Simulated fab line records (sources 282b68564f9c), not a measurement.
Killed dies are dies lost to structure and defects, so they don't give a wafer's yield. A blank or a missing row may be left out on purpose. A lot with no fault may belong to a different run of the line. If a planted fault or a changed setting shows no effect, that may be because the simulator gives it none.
Split-lot trial | flow rit cmos | route with 202 steps; 5 lots, 23 wafers read

== ABOUT THE SPLIT ==
At RIT_NRETRO_COAT_01 (resist thk 1300 nm), the setting resist thk nm was moved away from the recipe's 1300 nm on 12 of the 23 wafers read, by -4.0% to +4.8%. The other wafers ran this setting at the recipe's value.

== FROM THE SPLIT TO THE READING: what the file shows between them, 3 steps ==
- RIT_NRETRO_SOFTBAKE_02: time 60 s
- RIT_NRETRO_EXPOSE_03: exposes mask M4, target cd 43900 nm
- RIT_NRETRO_DEVELOP_05: develop time 68 s

== THE READING ==
NOVOLAK_of_NRETRO_COAT_01.thk nm (the simulator's own value, which no gauge read), in nm, at RIT_NRETRO_HARDBAKE_07 (time 120 s). The file does not state a usual value for it. Here, 11 wafers ran the recipe; their average is 1137 nm with a standard deviation of 2 nm.

wafer  | tool, chamber at the split | resist thk nm as run, nm | against the recipe | NOVOLAK_of_NRETRO_COAT_01.thk nm, nm | against lot-mates on the recipe
L079.1 | litho track-01, 0          | 1362                     | +4.8%              | 1193                                 | +54
L079.3 | litho track-01, 0          | 1300                     | recipe             | 1139                                 | -
L079.6 | litho track-01, 0          | 1300                     | recipe             | 1139                                 | -
L079.4 | litho track-01, 0          | 1362                     | +4.8%              | 1190                                 | +51
L079.5 | litho track-01, 0          | 1362                     | +4.8%              | 1194                                 | +55
L080.1 | litho track-01, 0          | 1300                     | recipe             | 1134                                 | -
L080.2 | litho track-01, 0          | 1248                     | -4.0%              | 1090                                 | -44
L080.3 | litho track-01, 0          | 1248                     | -4.0%              | 1089                                 | -46
L080.5 | litho track-01, 0          | 1248                     | -4.0%              | 1089                                 | -46
L080.4 | litho track-01, 0          | 1300                     | recipe             | 1135                                 | -
L081.1 | litho track-02, 0          | 1268                     | -2.5%              | 1112                                 | -28
L081.3 | litho track-02, 0          | 1268                     | -2.5%              | 1112                                 | -28
L081.2 | litho track-02, 0          | 1268                     | -2.5%              | 1114                                 | -26
L081.4 | litho track-02, 0          | 1300                     | recipe             | 1141                                 | -
L081.5 | litho track-02, 0          | 1300                     | recipe             | 1139                                 | -
L084.1 | litho track-04, 0          | 1300                     | recipe             | 1136                                 | -
L084.4 | litho track-04, 0          | 1300                     | recipe             | 1135                                 | -
L084.6 | litho track-04, 0          | 1300                     | recipe             | 1137                                 | -
L085.2 | litho track-02, 0          | 1351                     | +3.9%              | 1178                                 | +41
L085.3 | litho track-02, 0          | 1351                     | +3.9%              | 1179                                 | +42
L085.4 | litho track-02, 0          | 1300                     | recipe             | 1137                                 | -
L085.6 | litho track-02, 0          | 1300                     | recipe             | 1137                                 | -
L085.5 | litho track-02, 0          | 1351                     | +3.9%              | 1181                                 | +44

THE FIT
A straight line over all 23 wafers: NOVOLAK_of_NRETRO_COAT_01.thk nm changes by +11.3 nm for each +1% of resist thk nm; r = +1.00; the points scatter about the line by 2.5 nm.
The same after taking each lot's own level away (the mean of its wafers on the recipe; 23 wafers): +11.1 nm for each +1%; r = +1.00; scatter 1.1 nm.
On that fit, the largest move of resist thk nm shifts the reading by 53 nm.
From 1134.5 to 1140.0 nm: that is the span of the lots' own levels, equal to 2.7 times the standard deviation above.
Consequently the slope shifts little with the lot-to-lot level, the two slopes agreeing.
Check: with one of the wafers moved furthest among these (+4.8%) left out of the fit, the line predicts +52.6 nm for it against its lot-mates. Against them it came out at +54 nm.

== THE WHOLE CHAIN: every reading that the file lists as answering this split, in the file's order ==
step                   | what it does       | reading                                                                           | change (the file's fit)              | r (the file's)
RIT_NRETRO_COAT_01     | resist thk 1300 nm | NOVOLAK_of_NRETRO_COAT_01.thk nm (the simulator's own value, which no gauge read) | +12.8 nm for each +1% of the setting | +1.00
RIT_NRETRO_HARDBAKE_07 | time 120 s         | NOVOLAK_of_NRETRO_COAT_01.thk nm (the simulator's own value, which no gauge read) | +11.1 nm for each +1% of the setting | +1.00

== THE FILE'S OWN FIT ==
NOVOLAK_of_NRETRO_COAT_01.thk nm changes by +11.1 nm for each +1% of resist thk nm, r = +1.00.
